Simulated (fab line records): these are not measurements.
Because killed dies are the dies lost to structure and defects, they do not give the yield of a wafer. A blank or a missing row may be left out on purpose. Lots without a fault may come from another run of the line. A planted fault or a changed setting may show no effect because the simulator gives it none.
One fault through the eyes of 2 desks + flow rit cmos + only its own numbers are on each desk; what lay behind them is given at the end

== THE METROLOGY DESK ==
Means of the sampled wafers that have a number, per lot and without regard to the tool the lot ran on: this is what the gauges read. If a lot's mean is further than 4 standard deviations from the usual mean, the lot is out of limits and carries the mark OUT (the distance appears in the brackets).
Columns: A = NSD_TW at RIT_NSD_TW_MEAS_10, usual 3126; B = NSD_RS at RIT_SDANNEAL_RS_MEAS_05, usual 84.61 ohm/sq
| lot  | first seen here | A               | B               |
|------|-----------------|-----------------|-----------------|
| L907 | day 3 06:22     | 3103            | 84.54           |
| L909 | day 3 15:08     | 3170            | 84.49           |
| L908 | day 3 15:45     | 3172            | 84.56           |
| L910 | day 4 03:07     | 3125            | 84.97           |
| L911 | day 4 09:22     | 3119            | 84.29           |
| L912 | day 4 12:16     | 3125            | 84.35           |
| L913 | day 4 12:31     | 3118            | 84.61           |
| L915 | day 5 06:56     | 3099            | 84.66           |
| L917 | day 5 12:32     | 3140            | 84.87           |
| L920 | day 6 08:32     | 3324 (+8.2) OUT | 81.85 (-11) OUT |
| L921 | day 6 14:58     | 3365 (+10) OUT  | 81.43 (-12) OUT |
| L927 | day 7 16:35     | 3135            | 84.79           |
| L929 | day 8 07:24     | 3106            | 84.79           |
Per this desk, out of limits: L920, L921; the first was L920, day 6 08:32 (NSD_TW at RIT_NSD_TW_MEAS_10). L907, L909, L908, L910, L911, L912, L913, L915, L917, L927, L929 stayed within limits.

== FOR THE TOOL OWNER'S DESK: implanter-01 ==
RIT_NSD_IMPLANT_08, tool's own readings: per-lot mean of the sampled wafers with a number, covering each lot this tool ran. If a lot's mean is further than 4 standard deviations from the usual mean, the lot is out of limits and carries the mark OUT (the distance appears in the brackets).
Columns: A = beam energy keV at RIT_NSD_IMPLANT_08, usual 25.000; B = dose ions cm2 at RIT_NSD_IMPLANT_08, usual 1e+15
| lot  | first seen here | A                        | B     |
|------|-----------------|--------------------------|-------|
| L908 | day 3 15:25     | 25.003                   | 1e+15 |
| L915 | day 5 06:36     | 24.991                   | 1e+15 |
| L917 | day 5 12:14     | 24.996                   | 1e+15 |
| L920 | day 6 08:13     | 32.510 (+99 or more) OUT | 1e+15 |
| L921 | day 6 14:41     | 32.492 (+99 or more) OUT | 1e+15 |
Finding of this desk: L920, L921 out of limits; the first was L920 at day 6 08:13, on beam energy keV at RIT_NSD_IMPLANT_08. L908, L915, L917 stayed within limits.

== PUT TOGETHER ==
The tool owner's desk had the chance to raise an alarm at day 6 08:13 on L920, L921.
On L920, L921, the metrology desk was in a position to raise an alarm at day 6 08:32.
RIT_NSD_IMPLANT_08 was run on implanter-01 by each of the lots named.

== WHAT THE SIMULATOR PUT IN ==
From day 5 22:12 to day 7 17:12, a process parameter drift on implanter-01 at RIT_NSD_IMPLANT_08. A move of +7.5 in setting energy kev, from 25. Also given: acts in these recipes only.
Shown lots that were struck: L920, L921.
Counting hours from when the fault started, the first reading out of limits came at 10 for the tool owner's desk and at 10 for the metrology desk.
